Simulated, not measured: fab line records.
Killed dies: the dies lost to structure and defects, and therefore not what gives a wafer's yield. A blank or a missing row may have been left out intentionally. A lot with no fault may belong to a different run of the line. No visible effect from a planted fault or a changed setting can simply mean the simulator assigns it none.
Chamber matching + flow rit_cmos + 3 sister chambers for RIT_SDANNEAL_CLEAN_00 on wet_bench-01
The step cleans in SC1, time 600 s. 16 wafers are shown with their chamber, then 8 later ones without.

WAFERS PAIRED WITH THEIR CHAMBERS
| wafer  | chamber | bath_heat_duty_pct (%) | bath_guard_temp_C (C) | temp_c (C) |
|--------|---------|------------------------|-----------------------|------------|
| L198.3 | 2       | 12.9                   | 75.1                  | 74.87      |
| L198.5 | 2       | 14.0                   | 75.4                  | 75.11      |
| L198.6 | 2       | 14.2                   | 75.0                  | 75.11      |
| L199.1 | 3       | 15.6                   | 74.6                  | 74.87      |
| L199.2 | 3       | 15.7                   | 74.9                  | 74.91      |
| L199.3 | 3       | 15.6                   | 74.4                  | 74.86      |
| L200.2 | 1       | 17.7                   | 74.8                  | 75.10      |
| L200.3 | 1       | 16.3                   | 74.8                  | 75.05      |
| L200.6 | 1       | 16.6                   | 75.3                  | 74.95      |
| L201.2 | 3       | 16.7                   | 74.6                  | 74.93      |
| L201.3 | 3       | 15.3                   | 74.9                  | 75.18      |
| L201.5 | 3       | 15.6                   | 74.6                  | 74.95      |
| L202.1 | 3       | 16.4                   | 74.4                  | 74.91      |
| L202.3 | 3       | 15.2                   | 74.5                  | 74.84      |
| L202.5 | 3       | 15.7                   | 74.6                  | 75.01      |
| L215.1 | 3       | 14.5                   | 74.5                  | 75.04      |

SIGNATURES (averages over the wafers above)
| reading            | chamber 1 | chamber 2 | chamber 3 | scatter within a chamber |
|--------------------|-----------|-----------|-----------|--------------------------|
| bath_heat_duty_pct | 16.867    | 13.700    | 15.630    | 0.644                    |
| bath_guard_temp_C  | 74.967    | 75.167    | 74.600    | 0.203                    |
| temp_c             | 75.0333   | 75.0300   | 74.9500   | 0.106                    |
Rule: distance of a wafer from a chamber = root of the sum over the readings of ((wafer's reading minus chamber's mean) / reading's scatter) squared. If the next closest chamber is less than 2 further off than the closest, the wafer can't be placed; otherwise it belongs to the closest. The scatter is the square root of a quotient: the sum, over the shown wafers, of each reading's squared deviation from its chamber's mean, divided by wafers minus chambers.

WAFERS WITH NO CHAMBER GIVEN
| wafer  | bath_heat_duty_pct (%) | bath_guard_temp_C (C) | temp_c (C) |
|--------|------------------------|-----------------------|------------|
| L215.3 | 14.2                   | 74.9                  | 74.91      |
| L215.6 | 14.4                   | 74.6                  | 75.07      |
| L218.1 | 13.9                   | 75.1                  | 74.76      |
| L218.4 | 13.4                   | 75.2                  | 75.00      |
| L218.6 | 14.4                   | 74.7                  | 74.70      |
| L219.1 | 14.0                   | 73.8                  | 74.84      |
| L219.2 | 14.6                   | 74.6                  | 74.94      |
| L219.6 | 14.5                   | 74.7                  | 74.97      |

WHICH CHAMBER EACH ONE RAN IN
| wafer  | from the rows above     | in truth |
|--------|-------------------------|----------|
| L215.3 | can't be placed: 2 or 3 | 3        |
| L215.6 | can't be placed: 3 or 2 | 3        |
| L218.1 | can't be placed: 2 or 3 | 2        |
| L218.4 | 2                       | 2        |
| L218.6 | can't be placed: 3 or 2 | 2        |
| L219.1 | 3                       | 3        |
| L219.2 | can't be placed: 3 or 2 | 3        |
| L219.6 | can't be placed: 3 or 2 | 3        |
Correct placement for 2 of the 8. From these rows, 6 cannot be placed; in 6 the true chamber is one of the candidates. Number placed wrongly: 0.
